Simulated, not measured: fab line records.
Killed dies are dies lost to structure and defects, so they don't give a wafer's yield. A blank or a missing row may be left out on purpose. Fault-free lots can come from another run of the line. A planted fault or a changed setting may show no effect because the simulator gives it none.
One fault through the eyes of 2 desks	flow berkeley-cmos170	every desk sees just its own numbers, and what lay behind them comes last

== DESK OF THE TOOL OWNER: implanter-02 ==
For each lot that ran on this tool, the mean over its sampled wafers that have a number, from the tool's own readings at UCB170_PLDD_IMPLANT_08. Any lot whose mean is over 4 standard deviations away from the usual mean is out of limits and marked OUT; that distance is given in the brackets.
Columns: A = beam-on-s at UCB170_PLDD_IMPLANT_08, usual 9.97 s; B = dose-ions-cm2 at UCB170_PLDD_IMPLANT_08, usual 4.999e+13; C = faraday-current-uA at UCB170_PLDD_IMPLANT_08, usual 159; D = tilt-deg at UCB170_PLDD_IMPLANT_08, usual 6.996 degrees
lot	first seen here	A	B	C	D
L610	day 7 11:43	9.93	4.993e+13	160	7.009
L617	day 9 00:23	16.17 (+30) OUT	9.770e+13 (+99 or more) OUT	192 (+10) OUT	6.980
L621	day 9 05:37	15.77 (+28) OUT	9.765e+13 (+99 or more) OUT	197 (+11) OUT	7.012
L628	day 11 22:53	9.89	5.010e+13	160	7.001
L631	day 12 10:36	10.02	5.003e+13	159	6.989
L633	day 12 21:30	10.02	5.000e+13	159	6.983
This desk finds L617, L621 out of limits, L617 being first, at day 9 00:23 (beam-on-s at UCB170_PLDD_IMPLANT_08). L610, L628, L631, L633: within limits.

== THE METROLOGY DESK ==
What the gauges read for every lot (on any tool): the sampled wafers with a number, averaged. Any lot whose mean is over 4 standard deviations away from the usual mean is out of limits and marked OUT; that distance is given in the brackets.
Columns: A = SCREENOX_OXIDE_THK at UCB170_SCREENOX_THK_MEAS_02, usual 14.40 nm; B = FIELD_OXIDE_LEFT_2_THK at UCB170_FIELD_THK_MEAS_91, usual 355 nm; C = GATE_OVL at UCB170_GATE_OVL_MEAS_13, usual -1 nm; D = PLDD_TW at UCB170_PLDD_TW_MEAS_11, usual 1005; E = PLDD_RS at UCB170_SDANNEAL_RS_MEAS_04, usual 1031 ohm/sq
lot	first seen here	A	B	C	D	E
L610	day 6 14:09	14.50	348	-0	1003	1033
L617	day 7 18:48	14.42	345	1	1124 (+12) OUT	764 (-86) OUT
L621	day 8 06:19	14.72	357	1	1150 (+14) OUT	764 (-86) OUT
L625	day 8 20:59	14.70	352	-1	1003	1031
L624	day 8 20:59	14.39	357	5	1000	1029
L629	day 10 15:19	14.36	341	1	1016	1033
L628	day 10 15:20	14.68	359	-5	997	1028
L630	day 10 15:22	14.32	361	-5	1017	1031
L627	day 10 15:23	14.29	355	5	998	1030
L631	day 11 01:34	14.63	346	-7	990	1027
L632	day 11 07:14	14.34	365	-6	993	1028
L633	day 11 07:15	14.53	360	7	1004	1032
Per this desk, out of limits: L617, L621; the first was L617, day 9 00:47 (PLDD_TW at UCB170_PLDD_TW_MEAS_11). L610, L625, L624, L629, L628, L630, L627, L631, L632, L633: within limits.

== PUT TOGETHER ==
An alarm could have come from the tool owner's desk at day 9 00:23, on L617, L621.
On L617, L621, the metrology desk was in a position to raise an alarm at day 9 00:47.
Of the lots named, all ran UCB170_PLDD_IMPLANT_08 on implanter-02.

== WHAT THE SIMULATOR HAD PUT IN ==
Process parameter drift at UCB170_PLDD_IMPLANT_08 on implanter-02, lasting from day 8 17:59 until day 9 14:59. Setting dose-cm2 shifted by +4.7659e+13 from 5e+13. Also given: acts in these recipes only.
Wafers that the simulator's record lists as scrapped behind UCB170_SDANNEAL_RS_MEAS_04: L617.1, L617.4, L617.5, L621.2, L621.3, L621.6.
Lots struck among those shown: L617, L621.
Hours from the fault's start to each desk's first reading out of limits: the tool owner's desk, 6; the metrology desk, 7.
